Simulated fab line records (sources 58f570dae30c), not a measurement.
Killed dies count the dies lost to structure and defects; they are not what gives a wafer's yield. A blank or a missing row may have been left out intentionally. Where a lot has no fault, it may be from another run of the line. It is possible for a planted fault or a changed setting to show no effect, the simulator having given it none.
fab line records	flow berkeley_cmos170
[record] lots = 6	wafers = 18	last_day = 11
route steps=331 shown PFIELD@83 FIELD@89 SACOX@97 SCREENOX@100 NVT@104 PVT@115
lots untouched by any fault: they come from a run of this same line in which no faults occurred
start_h: the number of hours between the record's first day and the start of the first shown wafer of the lot	wait_h: how many hours have passed since the lot's step before this one	" as in the row above	L1.1+2: one row covering several wafers at once	- either no value or no given start	* or withheld: withheld	< > ~ a bound
route shown NAME@n: a module of which the file shows steps, and the number in the route of the first	usual: average and standard deviation across the fault-free wafers	same: alike in all rows	chamber/n: place in a boat	sites: per-site readings	_std_site: standard deviation of those values	_edge_site: mean of outer sites minus mean of inner sites	radius_mm: for every site, how far away it sits from the centre of the wafer	mask NAME#n: copy n	behind: the last tool/chamber to shape the wafer	hold: the reason the lot was held/the length of the hold in hours/how it ended	device: the n, p or np transistor that did not switch	end of line: at the end of the route, the tests of the same wafers	a step with no rows: only its recipe	killed: count of dies lost to structure and defects at first sort (not the wafer's yield)	map: shows each die of a wafer: x if killed, . if not, _ if none is there
set.NAME: the setting the step ran with; set.NAME@STEP: the setting that earlier step ran with	model.NAME: the simulator's own value behind a step, which no gauge read
lots at some steps of the route; a table a step, a row a wafer
services: when a tool's chamber went out of use (start_h, in hours from the record's first day, below 0 if earlier), for how many hours, and the reason
[[steps]]
[step UCB170_PFIELD_PEB_04]
[recipe] peb_temp_c = 130	peb_time_s = withheld	resist = KrF
[step UCB170_PFIELD_DEVELOP_05]
[recipe] developer = TMAH	develop_time_s = 45	resist = KrF	dev_temp_c = 21
[step UCB170_PFIELD_OVL_MEAS_06]
[usual] PFIELD_OVL = 5/4.6
lot.wafer	tool	chamber	start_h	wait_h	PFIELD_OVL[nm]
L780.1	overlay-02	-	111.24	-	10
L780.5	"	-	"	"	7
L780.6	"	-	"	"	11
L788.1	overlay-01	-	150.85	-	3
L788.3	"	-	"	"	8
L788.4	"	-	"	"	11
L789.4	overlay-02	-	151.11	-	9
L789.5	"	-	"	"	-4
L789.6	"	-	"	"	1
L790.1	overlay-01	-	162.98	-	-2
L790.4	"	-	"	"	-2
L790.5	"	-	"	"	-1
L791.1	overlay-02	-	162.98	-	0
L791.3	"	-	"	"	6
L791.6	"	-	"	"	7
L796.4	overlay-01	-	186.02	-	4
L796.5	"	-	"	"	4
L796.6	"	-	"	"	8
[step UCB170_PFIELD_IMPLANT_07]
[recipe] species = B	dose_cm2 = 2e+13	energy_kev = 80	tilt_deg = 7
[step UCB170_PFIELD_STRIP_08]
[recipe] chemistry = O2	power_w = 400	pressure_mtorr = 3500	platen_temp_c = withheld	o2_flow_sccm = 400	overash_fraction = 0.5
[usual] drypump_motor_current_A = 5.4/0.41	oes_product_au = 0.734/0.0044	strip_time_to_endpoint_s = 21.65/0.073
lot.wafer	tool	chamber	start_h	wait_h	drypump_motor_current_A	oes_product_au	rf_hours_counter_h	strip_time_to_endpoint_s
L780.1	plasma_asher-02	0	111.42	0.1	5.1	0.736	41	21.58
L780.5	"	1	"	"	6.1	0.738	-	21.68
L780.6	"	0	"	"	5.1	0.735	-	21.66
L788.1	plasma_asher-01	1	151.04	0.1	5.4	0.728	4	21.51
L788.3	"	1	"	"	5.4	0.737	-	21.49
L788.4	"	0	"	"	5.2	0.732	-	21.51
L789.4	plasma_asher-02	0	151.31	0.1	5.1	0.734	-	21.62
L789.5	"	1	"	"	6.1	0.729	-	21.66
L789.6	"	0	"	"	5.1	0.738	-	21.62
L790.1	plasma_asher-03	0	163.16	0.1	5.7	0.744	43	21.63
L790.4	"	1	"	"	4.9	0.741	-	21.64
L790.5	"	1	"	"	4.9	0.741	-	21.67
L791.1	plasma_asher-02	0	163.16	0.1	5.1	0.733	48	21.60
L791.3	"	1	"	"	6.1	0.727	-	21.68
L791.6	"	0	"	"	5.1	0.736	-	21.67
L796.4	plasma_asher-01	1	186.22	0.1	5.4	0.729	-	21.51
L796.5	"	0	"	"	5.2	0.736	-	21.56
L796.6	"	1	"	"	5.4	0.733	-	21.58
[step UCB170_PFIELD_TW_MEAS_09]
[usual] PFIELD_TW = 601/3.5
lot.wafer	tool	chamber	start_h	wait_h	PFIELD_TW
L780.1	film_metro-02	-	111.52	0.1	601
L780.5	"	-	"	"	602
L780.6	"	-	"	"	602
L788.1	film_metro-03	-	151.14	0.1	599
L788.3	"	-	"	"	598
L788.4	"	-	"	"	598
L789.4	film_metro-04	-	151.41	0.1	603
L789.5	"	-	"	"	604
L789.6	"	-	"	"	604
L790.1	film_metro-03	-	163.26	0.1	606
L790.4	"	-	"	"	599
L790.5	"	-	"	"	601
L791.1	film_metro-04	-	163.26	0.1	602
L791.3	"	-	"	"	598
L791.6	"	-	"	"	602
L796.4	film_metro-04	-	186.32	0.1	600
L796.5	"	-	"	"	597
L796.6	"	-	"	"	599
[step UCB170_FIELD_CLEAN_00]
[recipe] chemistry = dHF	dilution = 25:1	time_s = 7.5
[step UCB170_FIELD_OXIDATION_01]
[recipe] temp_c = 1000	ambient = H2O	p_h2o_torr = 584.62	target_thk_a = 5583	ox_time_s = 7200
[step UCB170_FIELD_THK_MEAS_02]
[recipe] reads = SiO2_of_FIELD_OXIDATION_01
[usual] FIELD_OXIDE_THK = 560/13
lot.wafer	tool	chamber	start_h	wait_h	FIELD_OXIDE_THK[nm]
L780.1	film_metro-02	-	116.61	0.0	554
L780.5	"	-	"	"	571
L780.6	"	-	"	"	567
L788.1	film_metro-02	-	157.71	0.0	559
L788.3	"	-	"	"	572
L788.4	"	-	"	"	557
L789.4	film_metro-04	-	157.74	0.0	560
L789.5	"	-	"	"	568
L789.6	"	-	"	"	562
L790.1	film_metro-01	-	168.08	0.0	556
L790.4	"	-	"	"	556
L790.5	"	-	"	"	562
L791.1	film_metro-04	-	168.08	0.0	555
L791.3	"	-	"	"	557
L791.6	"	-	"	"	546
L796.4	film_metro-04	-	192.86	0.0	590
L796.5	"	-	"	"	594
L796.6	"	-	"	"	588
[step UCB170_FIELD_ANNEAL_03]
[recipe] temp_c = 1000	time_s = 1200	ambient = N2
[step UCB170_FIELD_WET_ETCH_04]
[recipe] chemistry = dHF	dilution = 10:1	target = SiO2	temp_c = 25	time_s = 60
[step UCB170_FIELD_WET_ETCH_05]
[recipe] chemistry = H3PO4	target = Si3N4	temp_c = 160	time_s = 12600
[step UCB170_FIELD_WET_ETCH_06]
[recipe] chemistry = BOE	dilution = 5:1	target = SiO2	temp_c = 25	time_s = 22.83
[usual] bath_heat_duty_pct = 6.1/0.63	run_length_s = 53.0/0.76	temp_c = 25.00/0.091
lot.wafer	tool	chamber	start_h	wait_h	bath_heat_duty_pct	run_length_s	temp_c	model.SiO2_of_FIELD_OXIDATION_01.thk_nm	model.SiO2_of_ACTIVE_OXIDATION_02.thk_nm
L780.1	wet_bench-04	1	124.40	0.2	7.4	52.8	25.05	437.7	0
L780.5	"	1	"	"	6.1	52.8	24.93	454.8	0
L780.6	"	1	"	"	6.6	52.8	24.84	450.5	0
L788.1	wet_bench-01	2	166.19	0.0	-	-	-	493	20.56
L788.3	"	2	"	"	-	-	-	505.7	19.35
L788.4	"	2	"	"	-	-	-	490.8	20.05
L789.4	wet_bench-01	1	166.19	0.0	-	-	-	493.5	20.93
L789.5	"	1	"	"	-	-	-	500.2	21.11
L789.6	"	1	"	"	-	-	-	495.5	20.84
L790.1	wet_bench-01	3	176.55	0.0	6.6	52.8	25.07	439.1	0
L790.4	"	3	"	"	7.2	52.8	24.91	438.6	0
L790.5	"	3	"	"	6.9	52.8	24.96	445.2	0
L791.1	wet_bench-01	2	176.55	0.0	6.4	52.8	24.97	438.8	0
L791.3	"	2	"	"	6.3	52.8	25.12	440.3	0
L791.6	"	2	"	"	6.7	52.8	25.12	429.8	0
L796.4	wet_bench-04	1	202.44	0.0	6.6	52.8	25.00	473.8	0
L796.5	"	1	"	"	6.8	52.8	24.94	477.1	0
L796.6	"	1	"	"	5.7	52.8	25.12	471	0
[step UCB170_FIELD_THK_MEAS_90]
[recipe] reads = SiO2_of_FIELD_OXIDATION_01
[usual] FIELD_OXIDE_LEFT_1_THK = 444/13
lot.wafer	tool	chamber	start_h	wait_h	FIELD_OXIDE_LEFT_1_THK[nm]
L780.1	film_metro-04	-	124.42	0.0	438
L780.5	"	-	"	"	455
L780.6	"	-	"	"	450
L788.1	film_metro-01	-	166.20	0.0	493
L788.3	"	-	"	"	506
L788.4	"	-	"	"	491
L789.4	film_metro-04	-	166.23	0.0	494
L789.5	"	-	"	"	500
L789.6	"	-	"	"	496
L790.1	film_metro-02	-	176.56	0.0	439
L790.4	"	-	"	"	438
L790.5	"	-	"	"	445
L791.1	film_metro-04	-	176.56	0.0	439
L791.3	"	-	"	"	440
L791.6	"	-	"	"	430
L796.4	film_metro-01	-	202.49	0.0	474
L796.5	"	-	"	"	477
L796.6	"	-	"	"	471
[step UCB170_SACOX_CLEAN_00]
[recipe] chemistry = dHF	dilution = 25:1	time_s = 7.5
[step UCB170_SACOX_OXIDATION_01]
[recipe] temp_c = 900	ambient = O2	target_thk_a = 144	ox_time_s = 2400
[step UCB170_SCREENOX_WET_ETCH_00]
[recipe] chemistry = dHF	dilution = 25:1	target = SiO2	temp_c = 25	time_s = 200
[step UCB170_SCREENOX_OXIDATION_01]
[recipe] temp_c = 900	ambient = O2	target_thk_a = 144	ox_time_s = 2368
[step UCB170_SCREENOX_ANNEAL_03]
[recipe] temp_c = 900	time_s = 900	ambient = N2
[step UCB170_NVT_HMDS_00]
[recipe] prime_time_s = 60	prime_temp_c = 100
[step UCB170_NVT_COAT_01]
[recipe] resist = KrF	spin_rpm = 1500	resist_thk_nm = 900
[step UCB170_NVT_SOFTBAKE_02]
[recipe] resist = KrF	temp_c = 130	time_s = 60
[step UCB170_NVT_EXPOSE_03]
[recipe] mask_id = PWELL	target_cd_nm = 3000	na = 0.5	sigma_outer = 0.6	source_shape = conventional	dose_mj = 30
[step UCB170_NVT_PEB_04]
[recipe] peb_temp_c = 130	peb_time_s = withheld	resist = KrF
[step UCB170_NVT_DEVELOP_05]
[recipe] developer = TMAH	develop_time_s = 45	resist = KrF	dev_temp_c = 21
[step UCB170_NVT_OVL_MEAS_06]
[usual] NVT_OVL = -3/5.6
lot.wafer	tool	chamber	start_h	wait_h	NVT_OVL[nm]
L780.1	overlay-01	-	137.49	-	-15
L780.5	"	-	"	"	-7
L780.6	"	-	"	"	-7
L788.1	overlay-02	-	178.39	-	3
L788.3	"	-	"	"	0
L788.4	"	-	"	"	-3
L789.4	overlay-01	-	178.62	-	-12
L789.5	"	-	"	"	-7
L789.6	"	-	"	"	-11
L790.1	overlay-01	-	189.30	-	4
L790.4	"	-	"	"	0
L790.5	"	-	"	"	6
L791.1	overlay-02	-	189.39	-	-3
L791.3	"	-	"	"	-6
L791.6	"	-	"	"	-8
L796.4	overlay-01	-	218.29	-	0
L796.5	"	-	"	"	0
L796.6	"	-	"	"	3
[step UCB170_NVT_IMPLANT_07]
[recipe] species = BF2	dose_cm2 = 3e+12	energy_kev = 50	tilt_deg = 7
[step UCB170_NVT_STRIP_08]
[recipe] chemistry = O2	power_w = 400	pressure_mtorr = 3500	platen_temp_c = withheld	o2_flow_sccm = 400	overash_fraction = 0.5
[usual] drypump_motor_current_A = 5.6/0.47	oes_product_au = 0.734/0.005	strip_time_to_endpoint_s = 21.63/0.061
lot.wafer	tool	chamber	start_h	wait_h	drypump_motor_current_A	oes_product_au	rf_hours_counter_h	strip_time_to_endpoint_s
L780.1	plasma_asher-04	1	137.67	0.1	6.4	0.730	36	21.62
L780.5	"	1	"	"	6.4	0.738	-	21.69
L780.6	"	0	"	"	5.3	0.728	-	21.55
L788.1	plasma_asher-04	1	178.57	0.1	6.4	0.736	41	21.64
L788.3	"	0	"	"	5.3	0.737	-	21.74
L788.4	"	1	"	"	6.4	0.732	-	21.69
L789.4	plasma_asher-02	1	178.82	0.1	6.1	0.734	-	21.59
L789.5	"	1	"	"	6.1	0.733	-	21.55
L789.6	"	0	"	"	5.1	0.746	-	21.59
L790.1	plasma_asher-04	0	189.48	0.1	5.3	0.729	42	21.69
L790.4	"	0	"	"	5.3	0.740	-	21.69
L790.5	"	0	"	"	5.3	0.725	-	21.68
L791.1	plasma_asher-02	0	189.58	0.1	5.1	0.725	52	21.53
L791.3	"	0	"	"	5.1	0.730	-	21.64
L791.6	"	0	"	"	5.1	0.735	-	21.61
L796.4	plasma_asher-02	1	218.49	0.1	6.1	0.740	-	21.56
L796.5	"	1	"	"	6.1	0.728	-	21.62
L796.6	"	0	"	"	5.1	0.731	-	21.59
[step UCB170_NVT_TW_MEAS_09]
[usual] NVT_TW = 523/3.1
lot.wafer	tool	chamber	start_h	wait_h	NVT_TW
L780.1	film_metro-03	-	137.77	0.1	525
L780.5	"	-	"	"	526
L780.6	"	-	"	"	526
L788.1	film_metro-03	-	178.67	0.1	520
L788.3	"	-	"	"	519
L788.4	"	-	"	"	521
L789.4	film_metro-02	-	178.92	0.1	528
L789.5	"	-	"	"	531
L789.6	"	-	"	"	527
L790.1	film_metro-03	-	189.58	0.1	521
L790.4	"	-	"	"	520
L790.5	"	-	"	"	522
L791.1	film_metro-04	-	189.68	0.1	524
L791.3	"	-	"	"	523
L791.6	"	-	"	"	523
L796.4	film_metro-02	-	218.59	0.1	527
L796.5	"	-	"	"	526
L796.6	"	-	"	"	524
[step UCB170_NVT_CLEAN_10]
[recipe] chemistry = SPM	temp_c = 120	time_s = 600
[step UCB170_PVT_HMDS_00]
[recipe] prime_time_s = 60	prime_temp_c = 100
[step UCB170_PVT_COAT_01]
[recipe] resist = KrF	spin_rpm = 1500	resist_thk_nm = 900
[step UCB170_PVT_SOFTBAKE_02]
[recipe] resist = KrF	temp_c = 130	time_s = 60
[step UCB170_PVT_EXPOSE_03]
[recipe] mask_id = NWELL	target_cd_nm = 3000	na = 0.5	sigma_outer = 0.6	source_shape = conventional	dose_mj = 30
[step UCB170_PVT_PEB_04]
[recipe] peb_temp_c = 130	peb_time_s = withheld	resist = KrF
[step UCB170_PVT_DEVELOP_05]
[recipe] developer = TMAH	develop_time_s = 45	resist = KrF	dev_temp_c = 21
[step UCB170_PVT_OVL_MEAS_06]
[usual] PVT_OVL = 0/5.4
lot.wafer	tool	chamber	start_h	wait_h	PVT_OVL[nm]
L780.1	overlay-01	-	139.33	-	3
L780.5	"	-	"	"	6
L780.6	"	-	"	"	-1
L788.1	overlay-02	-	181.31	-	-1
L788.3	"	-	"	"	3
L788.4	"	-	"	"	0
L789.4	overlay-01	-	181.40	-	3
L789.5	"	-	"	"	2
L789.6	"	-	"	"	-1
L790.1	overlay-02	-	191.01	-	0
L790.4	"	-	"	"	-7
L790.5	"	-	"	"	2
L791.1	overlay-01	-	191.14	-	-2
L791.3	"	-	"	"	-4
L791.6	"	-	"	"	-8
L796.4	overlay-02	-	220.39	-	1
L796.5	"	-	"	"	0
L796.6	"	-	"	"	-1
[step UCB170_PVT_IMPLANT_07]
[recipe] species = P	dose_cm2 = 2e+12	energy_kev = 30	tilt_deg = 7
[step UCB170_PVT_STRIP_08]
[recipe] chemistry = O2	power_w = 400	pressure_mtorr = 3500	platen_temp_c = withheld	o2_flow_sccm = 400	overash_fraction = 0.5
[usual] drypump_motor_current_A = 5.5/0.51	oes_product_au = 0.734/0.0043	strip_time_to_endpoint_s = 21.66/0.072
lot.wafer	tool	chamber	start_h	wait_h	drypump_motor_current_A	oes_product_au	rf_hours_counter_h	strip_time_to_endpoint_s
L780.1	plasma_asher-03	0	139.52	0.1	5.7	0.731	40	21.62
L780.5	"	1	"	"	4.9	0.731	-	21.58
L780.6	"	0	"	"	5.6	0.733	-	21.53
L788.1	plasma_asher-03	0	181.50	0.1	5.7	0.737	46	21.67
L788.3	"	1	"	"	4.9	0.745	-	21.72
L788.4	"	0	"	"	5.7	0.735	-	21.74
L789.4	plasma_asher-02	0	181.61	0.1	5.1	0.737	-	21.68
L789.5	"	1	"	"	6.1	0.737	-	21.69
L789.6	"	0	"	"	5.1	0.734	-	21.75
L790.1	plasma_asher-03	1	191.20	0.1	4.9	0.741	48	21.69
L790.4	"	1	"	"	4.9	0.731	-	21.55
L790.5	"	0	"	"	5.6	0.731	-	21.64
L791.1	plasma_asher-02	1	191.33	0.1	6.1	0.725	52	21.72
L791.3	"	0	"	"	5.1	0.735	-	21.70
L791.6	"	1	"	"	6.1	0.740	-	21.72
L796.4	plasma_asher-04	0	220.59	0.1	5.3	0.736	-	21.57
L796.5	"	0	"	"	5.4	0.737	-	21.61
L796.6	"	1	"	"	6.3	0.734	-	21.66
[step UCB170_PVT_TW_MEAS_09]
[usual] PVT_TW = 508/3.2
lot.wafer	tool	chamber	start_h	wait_h	PVT_TW
L780.1	film_metro-04	-	139.62	0.1	502
L780.5	"	-	"	"	503
L780.6	"	-	"	"	506
L788.1	film_metro-02	-	181.60	0.1	510
L788.3	"	-	"	"	513
L788.4	"	-	"	"	510
L789.4	film_metro-02	-	181.70	0.1	510
L789.5	"	-	"	"	513
L789.6	"	-	"	"	514
L790.1	film_metro-01	-	191.30	0.1	512
L790.4	"	-	"	"	508
L790.5	"	-	"	"	512
L791.1	film_metro-04	-	191.43	0.1	501
L791.3	"	-	"	"	503
L791.6	"	-	"	"	504
L796.4	film_metro-02	-	220.69	0.1	509
L796.5	"	-	"	"	508
L796.6	"	-	"	"	507
[step UCB170_FIELD_THK_MEAS_91]
[recipe] reads = SiO2_of_FIELD_OXIDATION_01
[usual] FIELD_OXIDE_LEFT_2_THK = 355/13
lot.wafer	tool	chamber	start_h	wait_h	FIELD_OXIDE_LEFT_2_THK[nm]
L780.1	film_metro-02	-	139.74	0.0	347
L780.5	"	-	"	"	365
L780.6	"	-	"	"	361
L788.1	film_metro-01	-	181.72	0.0	405
L788.3	"	-	"	"	418
L788.4	"	-	"	"	403
L789.4	film_metro-02	-	181.83	0.0	405
L789.5	"	-	"	"	412
L789.6	"	-	"	"	408
L790.1	film_metro-02	-	191.42	0.0	350
L790.4	"	-	"	"	351
L790.5	"	-	"	"	357
L791.1	film_metro-01	-	191.55	0.0	350
L791.3	"	-	"	"	351
L791.6	"	-	"	"	341
L796.4	film_metro-01	-	220.83	0.0	386
L796.5	"	-	"	"	389
L796.6	"	-	"	"	383
[[services]]
tool	chamber	start_h	hours	kind
plasma_asher-01	-	98.02	2.8	pm
plasma_asher-01	-	108.75	9.0	pm
plasma_asher-01	0	108.75	9.0	vent_cycle
plasma_asher-01	1	108.75	9.0	vent_cycle
plasma_asher-01	0	117.75	-	clean
plasma_asher-01	1	117.75	-	clean
plasma_asher-01	-	163.66	9.1	repair
plasma_asher-03	-	199.62	1.3	repair
plasma_asher-01	-	205.54	1.5	repair
[[key]]
[first_sign] step = UCB170_FIELD_WET_ETCH_06	reading = tool_record	direction = missing
[effect] step = UCB170_FIELD_THK_MEAS_90	reading = FIELD_OXIDE_LEFT_1_THK	direction = up	sigmas = 3.9	usual = 444	struck = 496
[effect] step = UCB170_FIELD_THK_MEAS_91	reading = FIELD_OXIDE_LEFT_2_THK	direction = up	sigmas = 4	usual = 355	struck = 408
[model_effect] step = UCB170_FIELD_WET_ETCH_06	value = SiO2_of_FIELD_OXIDATION_01.thk_nm	without = 446.4	struck = 496.5
met_at UCB170_FIELD_WET_ETCH_06
struck_wafers L788.1,L788.3,L788.4,L789.4,L789.5,L789.6
later_rows_left_out L788.1,L788.3,L788.4,L789.4,L789.5,L789.6
sort_left_out L788.1,L788.3,L788.4,L789.4,L789.5,L789.6
tester_left_out L788,L789
[fault] kind = skipped_step_whole	tool = wet_bench-01	chamber = -	onset_h = 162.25	steps = UCB170_FIELD_WET_ETCH_06	scope = struck_lots_only
// tester_left_out: of these lots the tester's yield and bins aren't shown, on N5 and GAA mostly nor the transistor test; their killed dies are dies lost to structure and defects alone, not to doping, threshold or leakage, so they don't give the yield
// sort_left_out: the simulated sort isn't trusted on such a fault, so these wafers' sort isn't shown, and their yield isn't known
// later_rows_left_out: the simulator's readings of these wafers behind a module that went badly wrong aren't trusted and aren't shown, but for the sort
